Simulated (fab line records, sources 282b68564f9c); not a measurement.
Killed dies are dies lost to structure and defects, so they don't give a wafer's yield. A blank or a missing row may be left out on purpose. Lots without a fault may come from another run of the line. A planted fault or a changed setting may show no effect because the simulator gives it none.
fab line records | flow rit_cmos
record lots=13 wafers=39 last_day=8
route steps=202 shown M1@196
lots that met no fault: from a run of the same line without faults
start_h: hours from the record's first day to the start of the lot's first wafer shown | wait_h: hours since the lot's step before | " the same as in the row above | L1.1+2: a row that stands for several wafers | - no value, or no start given | * or withheld: withheld | < > ~ a bound
route shown NAME@n: a module of which the file shows steps, and the number in the route of the first | usual: mean/standard deviation of fault-free wafers | same: alike in all rows | chamber/n: place in a boat | sites: the reading at each site | _std_site: their standard deviation | _edge_site: outer sites' mean less inner sites' | radius_mm: how far each site lies from the wafer's centre | mask NAME#n: copy n | behind: the tool/chamber that last shaped the wafer | hold: why the lot was held/for how many hours/how that ended | device: the transistor (n, p or np) that didn't switch | end of line: the same wafers' tests at the end of the route | a step without rows: its recipe alone | killed: dies lost to structure and defects at the first sort, not the wafer's yield | map: a wafer's dies, x killed, . not, _ none there
set.NAME: the setting as run; set.NAME@STEP: as run at that earlier step | model.NAME: the simulator's own value behind a step, which no gauge read
steps of the route over a sample of lots; a table a step, a row a wafer
services: from which hour (start_h, from the record's first day; less than 0 if before it) a tool's chamber was out of use, for how many hours, and why
## steps
# step RIT_M1_METAL_ETCH_12
# recipe stop_on=SiO2 chemistry=Cl2/BCl3 target=Al time_s=165 over_etch_frac=0.5 pressure_mtorr=100 target_depth_a=6000 rf_w=250 Cl2_flow_sccm=60 bcl3_flow_sccm=50
# usual bcl3_flow_sccm=50.00/0.15 drypump_motor_current_A=5.3/0.34 oes_product_au=0.796/0.011 throttle_valve_pct=8.28/0.1
# columns lot.wafer tool chamber start_h wait_h bcl3_flow_sccm drypump_motor_current_A oes_product_au rf_hours_counter_h throttle_valve_pct
L126.1 rie_metal-02 0 62.23 0.2 50.08 5.5 0.795 34 8.40
L126.5 " 1 " " 50.12 5.0 0.778 - 8.12
L126.6 " 0 " " 49.85 5.5 0.789 - 8.40
L127.4 rie_metal-03 1 74.14 0.2 50.20 4.9 0.798 - 8.22
L127.5 " 1 " " 50.05 4.9 0.797 - 8.21
L127.6 " 1 " " 49.92 4.9 0.810 - 8.23
L128.3 rie_metal-01 1 74.48 0.2 50.18 5.4 0.797 - 8.38
L128.4 " 0 " " 49.85 5.8 0.784 - 8.21
L128.5 " 0 " " 50.08 5.9 0.783 - 8.19
L129.1 rie_metal-02 0 83.65 0.2 49.60 5.5 0.796 35 8.38
L129.2 " 1 " " 50.02 5.0 0.793 35 8.10
L129.5 " 0 " " 49.89 5.5 0.794 - 8.38
L130.2 rie_metal-03 1 88.36 0.2 49.70 4.9 0.800 1 8.22
L130.4 " 0 " " 50.23 5.6 0.808 - 8.39
L130.6 " 1 " " 49.95 4.9 0.805 - 8.21
L131.1 rie_metal-01 1 93.34 0.2 50.08 5.3 0.795 4 8.38
L131.3 " 0 " " 50.20 5.8 0.785 - 8.18
L131.4 " 1 " " 49.80 5.3 0.797 - 8.37
L135.2 rie_metal-02 0 112.99 0.2 50.05 5.5 0.797 35 8.39
L135.4 " 0 " " 50.03 5.5 0.799 - 8.39
L135.5 " 0 " " 50.30 5.5 0.802 - 8.38
L140.1 rie_metal-03 1 130.32 0.2 49.85 4.9 0.810 2 8.23
L140.4 " 0 " " 49.85 5.6 0.805 - 8.38
L140.6 " 1 " " 49.75 4.9 0.804 - 8.22
L142.1 rie_metal-01 0 143.78 0.2 50.10 5.8 0.781 5 8.20
L142.2 " 1 " " 49.84 5.3 0.802 5 8.39
L142.4 " 0 " " 50.00 5.8 0.787 - 8.17
L144.1 rie_metal-01 1 149.19 0.2 50.00 5.3 0.800 5 8.37
L144.2 " 0 " " 49.85 5.9 0.786 5 8.19
L144.6 " 0 " " 49.86 5.8 0.776 - 8.19
L146.1 rie_metal-01 0 160.99 0.2 49.84 5.8 0.782 5 8.17
L146.3 " 1 " " 50.02 5.3 0.801 - 8.38
L146.6 " 0 " " 49.98 5.9 0.781 - 8.18
L147.3 rie_metal-02 0 169.24 0.2 49.94 5.5 0.791 - 8.38
L147.5 " 1 " " 49.95 5.0 0.801 - 8.08
L147.6 " 0 " " 50.06 5.5 0.791 - 8.37
L149.1 rie_metal-01 1 179.54 0.2 50.42 5.3 0.795 6 8.36
L149.2 " 0 " " 49.98 5.8 0.768 6 8.19
L149.3 " 1 " " 50.02 5.3 0.797 - 8.38
# step RIT_M1_CD_MEAS_90
# recipe target_cd_nm=2600
# usual cd_nm=2598.6/2.6
# columns lot.wafer tool chamber start_h wait_h cd_nm
L126.1 cd_sem-01 - 62.75 0.1 2598.6
L126.5 " - " " 2600.1
L126.6 " - " " 2598.6
L127.4 cd_sem-02 - 74.72 0.1 2599.8
L127.5 " - " " 2599.6
L127.6 " - " " 2597.7
L128.3 cd_sem-02 - 74.98 0.1 2596.4
L128.4 " - " " 2598.9
L128.5 " - " " 2597.2
L129.1 cd_sem-02 - 84.16 0.1 2596.6
L129.2 " - " " 2597.3
L129.5 " - " " 2596.3
L130.2 cd_sem-02 - 88.90 0.1 2593.2
L130.4 " - " " 2596.4
L130.6 " - " " 2596.5
L131.1 cd_sem-02 - 93.86 0.1 2597.6
L131.3 " - " " 2599.8
L131.4 " - " " 2599.4
L135.2 cd_sem-02 - 113.58 0.1 2600.9
L135.4 " - " " 2601.4
L135.5 " - " " 2599.5
L140.1 cd_sem-01 - 130.84 0.1 2597.9
L140.4 " - " " 2590.1
L140.6 " - " " 2598.4
L142.1 cd_sem-01 - 144.33 0.1 2593.8
L142.2 " - " " 2594.1
L142.4 " - " " 2596.8
L144.1 cd_sem-01 - 149.72 0.1 2604.0
L144.2 " - " " 2604.0
L144.6 " - " " 2602.2
L146.1 cd_sem-02 - 161.50 0.1 2595.4
L146.3 " - " " 2595.5
L146.6 " - " " 2596.5
L147.3 cd_sem-02 - 169.74 0.1 2601.2
L147.5 " - " " 2602.1
L147.6 " - " " 2601.1
L149.1 cd_sem-01 - 180.05 0.1 2600.8
L149.2 " - " " 2601.6
L149.3 " - " " 2599.3
# step RIT_M1_PROBE_99
# usual defect_limited_yield=97.1/1.1 killed_at_M0_to_M3=0.0/0.12 killed_at_contacts=0.0/0.16 killed_at_front_end=7.5/2.8 killed_dies=7.6/2.9 killed_open=3.7/2 killed_short=3.8/2 sort_bin_3_pad_short=0.1/0.25 sort_bin_5_function=1.6/0.85 sort_bin_6_memory=1.1/0.62 sort_n_pass=256.4/2.9 sort_yield_pct=97.1/1.1
# same gross_dies=264 killed_at_M4_up=0 killed_at_back_side=0 killed_at_other=0
# columns lot.wafer tool chamber start_h wait_h defect_limited_yield[%] killed_at_M0_to_M3 killed_at_contacts killed_at_front_end killed_dies killed_open killed_short sort_bin_3_pad_short[%] sort_bin_5_function[%] sort_bin_6_memory[%] sort_n_pass sort_yield_pct[%]
L126.1 prober-01 - 64.49 0.1 96.2 0 0 10 10 5 5 0 2.7 1.1 254.0 96.2
L126.5 prober-01 - 64.69 0.2 97.0 0 0 8 8 6 2 0 1.9 1.1 256.0 97.0
L126.6 prober-01 - 64.74 0.2 98.9 0 0 3 3 1 2 0 1.1 0 261.0 98.9
L127.4 prober-02 - 76.55 0.2 96.6 0 0 9 9 3 6 1.1 1.5 0.8 255.0 96.6
L127.5 prober-02 - 76.60 0.2 95.8 0 0 11 11 5 6 0.8 1.9 1.5 253.0 95.8
L127.6 prober-02 - 76.65 0.2 97.0 0 0 8 8 6 2 0 2.7 0.4 256.0 97.0
L128.3 prober-01 - 78.00 0.2 96.2 0 0 10 10 4 6 1.1 1.5 1.1 254.0 96.2
L128.4 prober-01 - 78.05 0.2 97.0 0 0 8 8 4 4 0.4 1.5 1.1 256.0 97.0
L128.5 prober-01 - 78.10 0.2 97.3 0 0 7 7 4 3 0.4 1.5 0.8 257.0 97.3
L129.1 prober-02 - 85.90 0.1 95.8 0 0 11 11 8 2 0 3.8 0.4 253.0 95.8
L129.2 prober-02 - 85.95 0.1 95.8 1 0 10 11 4 5 0 2.7 1.5 253.0 95.8
L129.5 prober-02 - 86.10 0.2 97.7 0 0 6 6 2 3 0 1.1 1.1 258.0 97.7
L130.2 prober-01 - 90.67 0.1 96.2 0 0 10 10 4 6 0 3.0 0.8 254.0 96.2
L130.4 prober-01 - 90.77 0.2 97.7 0 0 6 6 2 4 0.4 1.1 0.8 258.0 97.7
L130.6 prober-01 - 90.87 0.2 97.7 0 0 6 6 4 2 0 1.5 0.8 258.0 97.7
L131.1 prober-02 - 95.60 0.1 95.5 0 0 12 12 7 5 0 3.0 1.5 252.0 95.5
L131.3 prober-02 - 95.70 0.2 98.5 0 0 4 4 2 2 0 1.1 0.4 260.0 98.5
L131.4 prober-02 - 95.75 0.2 99.2 0 0 2 2 0 2 0.4 0 0.4 262.0 99.2
L135.2 prober-02 - 115.35 0.1 96.6 0 0 9 9 3 6 0 1.5 1.9 255.0 96.6
L135.4 prober-02 - 115.45 0.2 96.2 0 0 10 10 2 8 0 2.7 1.1 254.0 96.2
L135.5 prober-02 - 115.50 0.2 96.6 0 0 9 9 6 3 0 2.3 1.1 255.0 96.6
L140.1 prober-01 - 132.58 0.1 96.6 0 0 9 9 5 4 0 2.3 1.1 255.0 96.6
L140.4 prober-01 - 132.73 0.2 97.0 0 0 8 8 4 4 0 2.7 0.4 256.0 97.0
L140.6 prober-01 - 132.83 0.2 95.8 0 0 11 11 8 3 0 2.3 1.9 253.0 95.8
L142.1 prober-02 - 146.07 0.1 97.0 0 0 8 8 5 3 0 1.9 1.1 256.0 97.0
L142.2 prober-02 - 146.12 0.1 97.7 0 0 6 6 1 5 0 1.1 1.1 258.0 97.7
L142.4 prober-02 - 146.22 0.2 96.2 0 0 10 10 4 6 0.4 1.1 2.3 254.0 96.2
L144.1 prober-02 - 151.46 0.1 97.3 0 0 7 7 3 3 0.4 0.8 1.5 257.0 97.3
L144.2 prober-02 - 151.51 0.1 95.8 0 0 11 11 4 7 0.4 2.3 1.5 253.0 95.8
L144.6 prober-02 - 151.71 0.2 98.1 0 0 5 5 3 2 0 1.5 0.4 259.0 98.1
L146.1 prober-02 - 163.24 0.1 97.0 0 0 8 8 3 5 0 2.3 0.8 256.0 97.0
L146.3 prober-02 - 163.34 0.2 98.5 0 0 4 4 2 2 0 0.8 0.8 260.0 98.5
L146.6 prober-02 - 163.49 0.2 95.5 0 0 12 12 4 8 0.4 3.0 1.1 252.0 95.5
L147.3 prober-01 - 171.54 0.2 96.2 0 0 10 10 3 6 0.4 2.3 1.1 254.0 96.2
L147.5 prober-01 - 171.64 0.2 99.2 0 0 2 2 0 1 0 0 0.8 262.0 99.2
L147.6 prober-01 - 171.69 0.2 94.7 0 1 13 14 8 6 0 2.3 3.0 250.0 94.7
L149.1 prober-01 - 182.13 0.1 97.0 0 0 8 8 6 2 0 2.3 0.8 256.0 97.0
L149.2 prober-01 - 182.18 0.1 96.6 0 0 9 9 3 6 0.8 0.8 1.9 255.0 96.6
L149.3 prober-01 - 182.23 0.2 94.7 0 1 13 14 5 9 0 3.4 1.9 250.0 94.7
# killed by level:class
L126.1 REOX:geometric_particle:short=3 REOX:geometric_particle:open=2 SILICIDE:geometric_particle:short=2 GATE:geometric_particle:open=1 SPACER:geometric_particle:open=1 SILICIDE:geometric_particle:open=1
L126.5 GATE:geometric_particle:open=3 SILICIDE:geometric_particle:open=2 FOX2:geometric_particle:open=1 REOX:geometric_particle:short=1 SILICIDE:geometric_particle:short=1
L126.6 FOX1:geometric_particle:open=1 FOX2:geometric_particle:short=1 GATE:geometric_particle:short=1
L127.4 REOX:geometric_particle:short=2 ACTIVE:geometric_particle:short=1 FOX1:geometric_particle:open=1 FOX1:geometric_particle:short=1 FOX2:geometric_particle:short=1 GATE:geometric_particle:short=1 SPACER:geometric_particle:open=1 SILICIDE:geometric_particle:open=1
L127.5 FOX1:geometric_particle:open=2 FOX1:geometric_particle:short=2 GATE:geometric_particle:short=2 SPACER:geometric_particle:short=2 GATE:geometric_particle:open=1 SPACER:geometric_particle:open=1 SILICIDE:geometric_particle:open=1
L127.6 GATE:geometric_particle:short=2 GATE:geometric_particle:open=2 SPACER:geometric_particle:open=2 SILICIDE:geometric_particle:open=2
L128.3 GATE:geometric_particle:short=3 GATE:geometric_particle:open=2 FOX2:geometric_particle:open=1 FOX2:geometric_particle:short=1 REOX:geometric_particle:short=1 SPACER:geometric_particle:short=1 SILICIDE:geometric_particle:open=1
L128.4 FOX2:geometric_particle:short=2 REOX:geometric_particle:short=2 SPACER:geometric_particle:open=2 GATE:geometric_particle:open=1 REOX:geometric_particle:open=1
L128.5 GATE:geometric_particle:open=2 SPACER:geometric_particle:short=2 FOX2:geometric_particle:open=1 GATE:geometric_particle:short=1 SPACER:geometric_particle:open=1
L129.1 GATE:geometric_particle:open=5 FOX1:geometric_particle:open=3 GATE:geometric_particle:short=2 NSD:coat_microbubble_printed=1
L129.2 GATE:geometric_particle:short=3 NSD:coat_microbubble_printed=2 FOX1:geometric_particle:short=1 FOX1:geometric_particle:open=1 GATE:geometric_particle:open=1 SPACER:geometric_particle:short=1 SILICIDE:geometric_particle:open=1 M1:geometric_particle:open=1
L129.5 FOX2:geometric_particle:open=1 GATE:geometric_particle:short=1 REOX:geometric_particle:short=1 SILICIDE:geometric_particle:open=1 SILICIDE:geometric_particle:short=1 NSD:coat_microbubble_printed=1
L130.2 GATE:geometric_particle:short=3 GATE:geometric_particle:open=2 REOX:geometric_particle:open=2 ACTIVE:geometric_particle:short=1 FOX1:geometric_particle:short=1 SILICIDE:geometric_particle:short=1
L130.4 GATE:geometric_particle:open=2 REOX:geometric_particle:short=2 SPACER:geometric_particle:short=2
L130.6 GATE:geometric_particle:open=2 FOX2:geometric_particle:short=1 GATE:geometric_particle:short=1 REOX:geometric_particle:open=1 SILICIDE:geometric_particle:open=1
L131.1 GATE:geometric_particle:open=4 FOX2:geometric_particle:open=2 SILICIDE:geometric_particle:short=2 FOX1:geometric_particle:short=1 FOX1:geometric_particle:open=1 GATE:geometric_particle:short=1 SPACER:geometric_particle:short=1
L131.3 SPACER:geometric_particle:open=2 GATE:geometric_particle:short=1 REOX:geometric_particle:short=1
L131.4 FOX1:geometric_particle:short=1 GATE:geometric_particle:short=1
L135.2 GATE:geometric_particle:short=2 SPACER:geometric_particle:short=2 SILICIDE:geometric_particle:open=2 FOX1:geometric_particle:short=1 GATE:geometric_particle:open=1 SILICIDE:geometric_particle:short=1
L135.4 GATE:geometric_particle:short=2 REOX:geometric_particle:short=2 SPACER:geometric_particle:short=2 FOX2:geometric_particle:short=1 GATE:geometric_particle:open=1 SILICIDE:geometric_particle:short=1 SILICIDE:geometric_particle:open=1
L135.5 FOX1:geometric_particle:open=2 GATE:geometric_particle:short=2 SPACER:geometric_particle:open=2 GATE:geometric_particle:open=1 REOX:geometric_particle:open=1 SPACER:geometric_particle:short=1
L140.1 GATE:geometric_particle:short=2 FOX1:geometric_particle:open=1 FOX2:geometric_particle:open=1 FOX2:geometric_particle:short=1 GATE:geometric_particle:open=1 REOX:geometric_particle:open=1 SPACER:geometric_particle:short=1 SILICIDE:geometric_particle:open=1
L140.4 GATE:geometric_particle:open=2 REOX:geometric_particle:open=2 FOX1:geometric_particle:short=1 GATE:geometric_particle:short=1 REOX:geometric_particle:short=1 SPACER:geometric_particle:short=1
L140.6 REOX:geometric_particle:open=4 SPACER:geometric_particle:open=3 REOX:geometric_particle:short=2 FOX1:geometric_particle:open=1 GATE:geometric_particle:short=1
L142.1 GATE:geometric_particle:open=4 GATE:geometric_particle:short=2 FOX2:geometric_particle:short=1 SPACER:geometric_particle:open=1
L142.2 SPACER:geometric_particle:short=2 SILICIDE:geometric_particle:short=2 FOX2:geometric_particle:short=1 SPACER:geometric_particle:open=1
L142.4 FOX2:geometric_particle:short=2 GATE:geometric_particle:short=2 FOX2:geometric_particle:open=1 GATE:geometric_particle:open=1 REOX:geometric_particle:open=1 REOX:geometric_particle:short=1 SPACER:geometric_particle:open=1 SILICIDE:geometric_particle:short=1
L144.1 SPACER:geometric_particle:short=1 FOX2:geometric_particle:open=1 GATE:geometric_particle:short=1 GATE:geometric_particle:open=1 REOX:geometric_particle:open=1 REOX:geometric_particle:short=1 PSD:coat_microbubble_printed=1
L144.2 REOX:geometric_particle:short=3 GATE:geometric_particle:short=2 REOX:geometric_particle:open=2 FOX1:geometric_particle:short=1 GATE:geometric_particle:open=1 SILICIDE:geometric_particle:open=1 SILICIDE:geometric_particle:short=1
L144.6 REOX:geometric_particle:short=2 GATE:geometric_particle:open=1 REOX:geometric_particle:open=1 SILICIDE:geometric_particle:open=1
L146.1 SPACER:geometric_particle:short=3 GATE:geometric_particle:short=2 FOX1:geometric_particle:open=1 GATE:geometric_particle:open=1 SILICIDE:geometric_particle:open=1
L146.3 FOX1:geometric_particle:open=1 FOX2:geometric_particle:open=1 GATE:geometric_particle:short=1 SPACER:geometric_particle:short=1
L146.6 GATE:geometric_particle:short=4 REOX:geometric_particle:open=2 SILICIDE:geometric_particle:short=2 FOX2:geometric_particle:open=1 GATE:geometric_particle:open=1 REOX:geometric_particle:short=1 SPACER:geometric_particle:short=1
L147.3 GATE:geometric_particle:short=4 ACTIVE:geometric_particle:open=1 FOX1:geometric_particle:short=1 GATE:geometric_particle:open=1 REOX:geometric_particle:short=1 SPACER:geometric_particle:open=1 NRETRO:coat_microbubble_printed=1
L147.5 GATE:geometric_particle:short=1 NRETRO:coat_microbubble_printed=1
L147.6 GATE:geometric_particle:open=4 FOX2:geometric_particle:short=3 GATE:geometric_particle:short=2 SPACER:geometric_particle:open=2 FOX1:geometric_particle:open=1 SPACER:geometric_particle:short=1 CONTACT:geometric_particle:open=1
L149.1 GATE:geometric_particle:open=5 GATE:geometric_particle:short=1 REOX:geometric_particle:open=1 SILICIDE:geometric_particle:short=1
L149.2 REOX:geometric_particle:short=3 GATE:geometric_particle:open=2 FOX2:geometric_particle:short=1 GATE:geometric_particle:short=1 SPACER:geometric_particle:open=1 SPACER:geometric_particle:short=1
L149.3 GATE:geometric_particle:short=3 REOX:geometric_particle:short=2 SPACER:geometric_particle:open=2 FOX1:geometric_particle:short=1 FOX2:geometric_particle:short=1 GATE:geometric_particle:open=1 REOX:geometric_particle:open=1 SILICIDE:geometric_particle:short=1
## services
# columns tool chamber start_h hours kind
rie_metal-03 0 66.60 8.8 repair
rie_metal-03 - 123.14 2.8 pm
rie_metal-02 - 132.89 7.4 repair
rie_metal-02 - 140.27 20.0 pm
rie_metal-02 0 140.27 20.0 vent_cycle
rie_metal-02 1 140.27 20.0 vent_cycle
rie_metal-01 - 140.84 2.8 pm
rie_metal-03 - 142.83 0.2 repair
rie_metal-02 - 160.27 1.4 pm
rie_metal-02 0 160.27 - clean
rie_metal-02 1 160.27 - clean
rie_metal-01 0 172.44 2.3 repair
## key
first_sign step=RIT_M1_CD_MEAS_90 reading=cd_nm direction=down sigmas=3.3 usual=2598.6 struck=2590.1
effect none on later readings
met_at RIT_M1_METAL_ETCH_12
struck_lots L140
struck_wafers L140.4
onset_between 88.36 130.32
fault kind=process_parameter_drift tool=rie_metal-03 chamber=0 onset_h=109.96 steps=RIT_M1_METAL_ETCH_12 channel=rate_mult offset=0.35 shape=step end_h=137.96
